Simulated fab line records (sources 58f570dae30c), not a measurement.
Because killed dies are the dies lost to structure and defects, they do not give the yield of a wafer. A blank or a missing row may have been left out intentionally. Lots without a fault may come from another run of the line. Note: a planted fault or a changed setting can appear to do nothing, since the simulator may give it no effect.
The tool behind it: which one?	flow berkeley_cmos170	42 wafers from 14 lots sampled at 5 of the route's 331 steps

## WHAT EACH GAUGE READ, for each wafer
UCB170_PWELL_THK_MEAS_03. Usual: for PWELL_OXIDE_THK the level is 26.3 nm and the standard deviation is 0.52.
lot	measured	on	PWELL_OXIDE_THK (nm)	flag
L426	day 2 23:31	film_metro-01	27.2 27.4 27.0	
L427	day 3 10:31	film_metro-03	27.1 26.9 27.3	
L428	day 3 10:31	film_metro-04	27.4 27.1 27.2	
L430	day 3 20:26	film_metro-01	27.1 27.0 27.1	
L429	day 3 20:27	film_metro-04	26.5 26.7 27.1	
L431	day 4 04:09	film_metro-04	25.7 26.1 25.4	
L432	day 4 04:09	film_metro-03	26.5 26.0 26.1	
L433	day 4 16:08	film_metro-04	26.1 25.4 26.2	
L436	day 5 00:27	film_metro-01	25.9 26.2 25.8	
L437	day 5 07:08	film_metro-04	26.5 26.0 26.5	
L440	day 5 18:56	film_metro-01	26.0 25.2 25.8	
L444	day 6 17:29	film_metro-01	26.6 27.0 26.4	
L445	day 6 22:54	film_metro-04	26.2 25.7 25.8	
L447	day 7 09:29	film_metro-01	25.8 26.0 25.8	

UCB170_PWELL_TW_MEAS_17. Usual: for PWELL_TW the level is 378.5 and the standard deviation is 2.4.
lot	measured	on	PWELL_TW	flag
L426	day 3 10:28	film_metro-04	373.4 377.4 374.7	
L427	day 3 20:32	film_metro-03	379.5 379.5 378.8	
L428	day 3 20:17	film_metro-03	379.3 379.5 381.3	
L430	day 4 06:43	film_metro-01	380.9 381.9 379.8	
L429	day 4 06:27	film_metro-03	376.9 375.9 375.7	
L431	day 4 15:33	film_metro-03	378.9 378.9 378.6	
L432	day 4 15:13	film_metro-01	380.4 380.2 379.7	
L433	day 5 01:59	film_metro-04	375.9 375.8 375.5	
L436	day 5 11:06	film_metro-04	297.2 297.4 294.9	OFF
L437	day 5 16:39	film_metro-03	298.2 298.3 300.5	OFF
L440	day 6 04:10	film_metro-01	297.7 298.8 299.4	OFF
L444	day 7 01:34	film_metro-01	379.8 379.8 381.1	
L445	day 7 08:05	film_metro-04	375.2 377.6 376.8	
L447	day 7 21:01	film_metro-03	381.3 381.7 381.1	

UCB170_ACTIVE_THK_MEAS_03. Usual: for ACTIVE_OXIDE_THK the level is 26.4 nm and the standard deviation is 0.48.
lot	measured	on	ACTIVE_OXIDE_THK (nm)	flag
L426	day 4 11:31	film_metro-01	26.5 26.2 26.2	
L427	day 4 20:38	film_metro-04	26.9 26.2 26.8	
L428	day 4 20:39	film_metro-01	26.5 26.3 26.0	
L430	day 5 08:32	film_metro-04	26.3 26.8 27.0	
L429	day 5 08:29	film_metro-04	27.0 26.5 26.6	
L431	day 5 16:36	film_metro-01	26.2 26.4 26.6	
L432	day 5 16:36	film_metro-04	26.2 26.5 27.0	
L433	day 5 22:52	film_metro-01	26.8 26.9 26.4	
L436	day 6 09:01	film_metro-01	26.9 26.6 26.8	
L437	day 6 20:10	film_metro-01	27.4 27.5 27.0	
L440	day 7 03:14	film_metro-02	25.7 26.1 26.1	
L444	day 8 01:16	film_metro-04	26.6 26.6 26.6	
L445	day 8 12:38	film_metro-02	25.4 25.6 26.2	
L447	day 9 09:04	film_metro-01	27.0 27.0 26.8	

UCB170_PLDD_TW_MEAS_11. Usual: for PLDD_TW the level is 1007 and the standard deviation is 9.5.
lot	measured	on	PLDD_TW	flag
L426	day 7 05:03	film_metro-04	1004 1002 1002	
L427	day 7 16:11	film_metro-02	994 1000 996	
L428	day 7 16:19	film_metro-04	1002 1002 1000	
L430	day 8 04:42	film_metro-02	1002 995 998	
L429	day 8 04:58	film_metro-01	1006 1007 1012	
L431	day 8 20:35	film_metro-04	998 1004 1004	
L432	day 8 20:40	film_metro-02	1000 1002 1002	
L433	day 8 20:17	film_metro-04	996 1005 1002	
L436	day 9 16:44	film_metro-04	1007 1009 1014	
L437	day 10 12:10	film_metro-02	993 996 997	
L440	day 10 19:02	film_metro-04	1012 1008 1000	
L444	day 11 16:38	film_metro-01	1030 1028 1023	
L445	day 11 21:54	film_metro-04	1013 1016 1007	
L447	day 12 17:21	film_metro-02	989 1002 993	

## EACH LOT AND THE TOOL THAT RAN IT (in order: tool; ch and the chambers of the sampled wafers; start)
lot	UCB170_PWELL_IMPLANT_15
L426	implanter-02 ch 0, day 3 10:16
L427	implanter-01 ch 0, day 3 20:17
L428	implanter-04 ch 0, day 3 20:02
L430	implanter-02 ch 0, day 4 06:28
L429	implanter-04 ch 0, day 4 06:13
L431	implanter-02 ch 0, day 4 15:19
L432	implanter-04 ch 0, day 4 14:59
L433	implanter-02 ch 0, day 5 01:44
L436	implanter-02 ch 0, day 5 10:51
L437	implanter-02 ch 0, day 5 16:25
L440	implanter-02 ch 0, day 6 03:55
L444	implanter-04 ch 0, day 7 01:20
L445	implanter-04 ch 0, day 7 07:50
L447	implanter-04 ch 0, day 7 20:46
- UCB170_PWELL_IMPLANT_15

## AS READ BY THE TOOLS THEMSELVES (means over the sampled wafers that have a number; for cases with no such wafer, the mark the record gives instead)
UCB170_PWELL_IMPLANT_15. Usual: dose_ions_cm2 4.999e+12, standard deviation 5.6e+09; faraday_current_uA 15.9, standard deviation 0.31.
lot	tool	dose_ions_cm2	faraday_current_uA	flag
L426	implanter-02	4.998e+12	15.7	
L427	implanter-01	5.006e+12	16.1	
L428	implanter-04	4.998e+12	15.9	
L430	implanter-02	4.999e+12	15.8	
L429	implanter-04	4.998e+12	15.8	
L431	implanter-02	4.991e+12	15.7	
L432	implanter-04	5.005e+12	16.1	
L433	implanter-02	5.003e+12	15.7	
L436	implanter-02	2.280e+12	7.1	OFF
L437	implanter-02	2.273e+12	7.3	OFF
L440	implanter-02	2.265e+12	7.4	OFF
L444	implanter-04	4.998e+12	15.8	
L445	implanter-04	4.994e+12	16.2	
L447	implanter-04	5.000e+12	15.7	

## THE ANSWER, worked out from the rows above alone
Rule: a lot is off if the mean of its wafers that have a number lies more than 3 standard deviations from the usual mean. Also off: a lot with no number at a reading for which 4 or more lots have one. All remaining lots with rows at the step are treated as sound. First the gauges in route order, then the tools' own readings, where a lot's mean is used as printed above. The first step at which some lot is off is used, and at that step the reading that is off furthest; a lot without a number counts as furthest.
Off: L436, L437, L440, at UCB170_PWELL_TW_MEAS_17 (PWELL_TW).
If a tool, at a process step before that reading, ran all the lots that are off and no sound lot after the first of them, it fits. The gauges at UCB170_PWELL_TW_MEAS_17 aren't tried: what is off there is off at UCB170_PWELL_IMPLANT_15 too, on other tools, and a gauge's error can't cause that. One fits: implanter-02 at UCB170_PWELL_IMPLANT_15. Its last sound lot is L433 (day 5 01:44), its first lot that is off L436 (day 5 10:51): a fault that began between those two fits.
The tool's own readings at UCB170_PWELL_IMPLANT_15 bear it out: on the lots that are off they differ by more than 5 times the standard deviation of the sound lots' means. dose_ions_cm2 reads 2.273e+12 there against 4.999e+12 on the sound lots; faraday_current_uA reads 7.3 there against 15.9 on the sound lots.

## WHAT WAS PUT IN BY THE SIMULATOR
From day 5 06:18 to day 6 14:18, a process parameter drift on implanter-02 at UCB170_PWELL_IMPLANT_15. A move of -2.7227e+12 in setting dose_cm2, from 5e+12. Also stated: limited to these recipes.
Shown lots that were struck: L436, L437, L440. The rule given above showed the same thing.
